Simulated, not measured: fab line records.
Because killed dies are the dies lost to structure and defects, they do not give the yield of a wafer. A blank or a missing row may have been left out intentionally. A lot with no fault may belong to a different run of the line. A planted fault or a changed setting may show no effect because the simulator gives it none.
Which tool was responsible? ; flow ritCmos ; 14 lots with 42 wafers sampled at 4 steps, on a route of 202 steps

== WHAT THE GAUGES SHOWED, per wafer ==
RIT_REOX_THK_MEAS_04.
lot;measured;on;REOX_OXIDE_THK (nm)
L814;day 2 23:56;filmMetro-03;26.0 25.7 25.9
L815;day 3 07:51;filmMetro-03;25.7 25.6 25.6
L817;day 3 21:47;filmMetro-04;26.3 25.7 26.1
L818;day 3 23:22;filmMetro-04;24.5 24.4 24.7
L819;day 4 00:56;filmMetro-03;24.9 25.0 25.2
L821;day 4 08:53;filmMetro-01;23.7 23.6 23.5
L822;day 4 15:07;filmMetro-04;25.6 26.1 26.1
L823;day 4 22:29;filmMetro-04;25.7 24.9 25.5
L826;day 5 09:17;filmMetro-04;24.3 24.1 24.1
L829;day 6 01:24;filmMetro-01;25.3 25.3 25.1
L831;day 6 11:04;filmMetro-01;24.8 25.0 25.2
L832;day 6 15:53;filmMetro-01;25.2 25.4 25.2
L833;day 6 21:22;filmMetro-01;25.8 25.7 25.7
L835;day 7 07:51;filmMetro-01;26.6 26.9 26.4

RIT_PLDD_TW_MEAS_10.
lot;measured;on;PLDD_TW
L814;day 3 02:58;filmMetro-01;2315 2325 2330
L815;day 3 11:01;filmMetro-04;2339 2339 2348
L817;day 4 00:43;filmMetro-02;2316 2320 2324
L818;day 4 02:49;filmMetro-01;2335 2324 2325
L819;day 4 03:55;filmMetro-02;2317 2310 2317
L821;day 4 11:59;filmMetro-02;2319 2319 2314
L822;day 4 18:23;filmMetro-04;2308 2330 2313
L823;day 5 01:28;filmMetro-02;2316 2329 2329
L826;day 5 12:08;filmMetro-01;2328 2338 2334
L829;day 6 04:30;filmMetro-04;2346 2350 2358
L831;day 6 14:16;filmMetro-04;2347 2356 2354
L832;day 6 19:00;filmMetro-02;2314 2318 2315
L833;day 7 00:20;filmMetro-04;2337 2347 2346
L835;day 7 10:56;filmMetro-04;2339 2354 2345

RIT_SDANNEAL_RS_MEAS_04: the measuring method here is four-point-probe.
lot;measured;on;PSD_RS (ohm/sq)
L814;day 3 08:50;filmMetro-01;115.17 115.82 115.27
L815;day 3 17:25;filmMetro-01;115.42 115.21 115.23
L817;day 4 06:47;filmMetro-01;115.42 115.31 115.59
L818;day 4 08:47;filmMetro-04;115.31 115.68 115.32
L819;day 4 09:50;filmMetro-02;115.60 115.38 115.39
L821;day 4 18:07;filmMetro-02;115.22 115.09 115.42
L822;day 5 00:22;filmMetro-04;115.53 115.27 115.66
L823;day 5 07:44;filmMetro-02;115.41 115.17 115.33
L826;day 5 18:09;filmMetro-01;115.17 115.46 115.32
L829;day 6 10:27;filmMetro-04;115.87 115.52 115.65
L831;day 6 20:19;filmMetro-01;115.43 115.13 115.42
L832;day 7 01:00;filmMetro-01;115.45 115.40 115.73
L833;day 7 06:37;filmMetro-04;114.92 114.94 115.10
L835;day 7 17:19;filmMetro-01;115.44 115.53 115.29

== WHICH TOOL RAN EACH LOT (tool, then ch and the chambers of the sampled wafers, then the start) ==
lot;RIT_NWELL_SOFTBAKE_02
L814;lithoTrack-04 ch 0, day 2 00:34
L815;lithoTrack-01 ch 0, day 2 08:53
L817;lithoTrack-04 ch 0, day 2 22:25
L818;lithoTrack-01 ch 0, day 2 22:38
L819;lithoTrack-04 ch 0, day 3 04:02
L821;lithoTrack-03 ch 0, day 3 12:09
L822;lithoTrack-04 ch 0, day 3 18:30
L823;lithoTrack-03 ch 0, day 3 23:43
L826;lithoTrack-03 ch 0, day 4 13:10
L829;lithoTrack-01 ch 0, day 5 05:09
L831;lithoTrack-03 ch 0, day 5 13:52
L832;lithoTrack-01 ch 0, day 5 20:03
L833;lithoTrack-01 ch 0, day 5 23:47
L835;lithoTrack-01 ch 0, day 6 09:40
- RIT_NWELL_SOFTBAKE_02: time 60 s.

== AS READ BY THE TOOLS THEMSELVES (means over the sampled wafers that have a number; for cases with no such wafer, the mark the record gives instead) ==
RIT_NWELL_SOFTBAKE_02.
lot;tool;heaterPowerTotalW (W);plateTempC (C)
L814;lithoTrack-04;34.57;90.16
L815;lithoTrack-01;34.57;89.79
L817;lithoTrack-04;34.54;90.08
L818;lithoTrack-01;34.55;90.21
L819;lithoTrack-04;34.56;89.94
L821;lithoTrack-03;34.56;89.83
L822;lithoTrack-04;34.58;90.06
L823;lithoTrack-03;34.57;90.03
L826;lithoTrack-03;28.59;78.83
L829;lithoTrack-01;34.55;89.83
L831;lithoTrack-03;28.53;78.75
L832;lithoTrack-01;34.60;89.91
L833;lithoTrack-01;34.61;90.09
L835;lithoTrack-01;34.62;89.91

== THE ANSWER, worked out from the rows above alone ==
Rule: the lots themselves supply what counts as usual. The widest of any qualifying gaps counts: lots, ordered by their means at a reading, are off when they make up no more than a third of the lots, leave a main group of 4 or more, and stand apart from it by 3 or more times the standard deviation of that group's means. The tables above print the reading to a certain number of digits; a main group whose means all agree to those digits is not used. A lot without any number at a reading at which 4 lots or more have one is off too. Where the step has rows for the other lots, those lots are counted as sound. First the gauges in route order, then the tools' own readings, where a lot's mean is used as printed above. At the first step where some lot is off, the reading lying furthest off is the one used; lots without a number count as furthest.
Off, at RIT_NWELL_SOFTBAKE_02 on heaterPowerTotalW: L826, L831. Main group: mean 34.57 W, sd 0.024.
If a tool, at that step or one of the process steps before it, ran each lot that is off and ran no sound lot following the first of them, it fits. One fits: RIT_NWELL_SOFTBAKE_02 on lithoTrack-03. Its last sound lot is L823 (day 3 23:43), its first lot that is off L826 (day 4 13:10): a fault that began between those two fits.
The tool's own readings at RIT_NWELL_SOFTBAKE_02 bear it out: on the lots that are off they differ by more than 5 times the standard deviation of the sound lots' means. heaterPowerTotalW reads 28.56 W there against 34.57 W on the sound lots; plateTempC reads 78.79 C there against 89.99 C on the sound lots.

== WHAT THE SIMULATOR HAD PUT IN ==
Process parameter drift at RIT_NWELL_SOFTBAKE_02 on lithoTrack-03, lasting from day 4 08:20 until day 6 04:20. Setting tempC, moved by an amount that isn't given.
Shown lots that were struck: L826, L831. The rule above reached the same finding.
